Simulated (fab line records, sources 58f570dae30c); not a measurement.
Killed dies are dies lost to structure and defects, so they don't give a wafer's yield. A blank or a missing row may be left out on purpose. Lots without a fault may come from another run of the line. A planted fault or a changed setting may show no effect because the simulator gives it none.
Chamber matching | flow berkeley_cmos170 | UCB170_V2_CMP_02 on cmp-01: 4 sister chambers
The step polishes SiO2. 8 wafers are shown with their chamber, then 9 later ones without.

WAFERS WITH THEIR CHAMBER
wafer  | chamber | motor_current_A (A)
L176.6 | 0       | 15.9
L178.1 | 3       | 14.0
L178.5 | 3       | 13.4
L181.2 | 0       | 15.8
L181.3 | 2       | 15.9
L186.2 | 2       | 16.2
L186.3 | 1       | 16.8
L186.6 | 1       | 17.6

WAFERS WITHOUT THEIR CHAMBER
wafer  | motor_current_A (A)
L194.1 | 16.3
L194.2 | 15.5
L194.6 | 17.2
L193.1 | 15.7
L193.3 | 17.2
L193.4 | 14.7
L197.2 | 15.9
L197.4 | 14.3
L197.6 | 16.2

WHICH CHAMBER EACH WENT THROUGH
wafer  | from the rows above          | in truth
L194.1 | can't be placed: 2 or 0 or 1 | 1
L194.2 | can't be placed: 0 or 2      | 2
L194.6 | 1                            | 1
L193.1 | can't be placed: 0 or 2      | 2
L193.3 | 1                            | 1
L193.4 | can't be placed: 3 or 0 or 2 | 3
L197.2 | can't be placed: 0 or 2      | 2
L197.4 | 3                            | 3
L197.6 | can't be placed: 2 or 0      | 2
Placed correctly: 3 of 9. Can't be placed from these rows: 6 (the true chamber is among the candidates in 6). Placed wrongly: 0.
How it was worked out, from the rows above alone: a wafer's distance from a chamber is the root of the sum, over the readings, of the square of ((its reading less the chamber's mean) divided by the reading's scatter). The wafer belongs to the nearest chamber; if the next one is less than 2 further off, it can't be placed. A chamber's mean is the mean of its shown wafers. The scatter: the root of (the sum of the squares of (reading less its chamber's mean) over the shown wafers, divided by (wafers less chambers)).
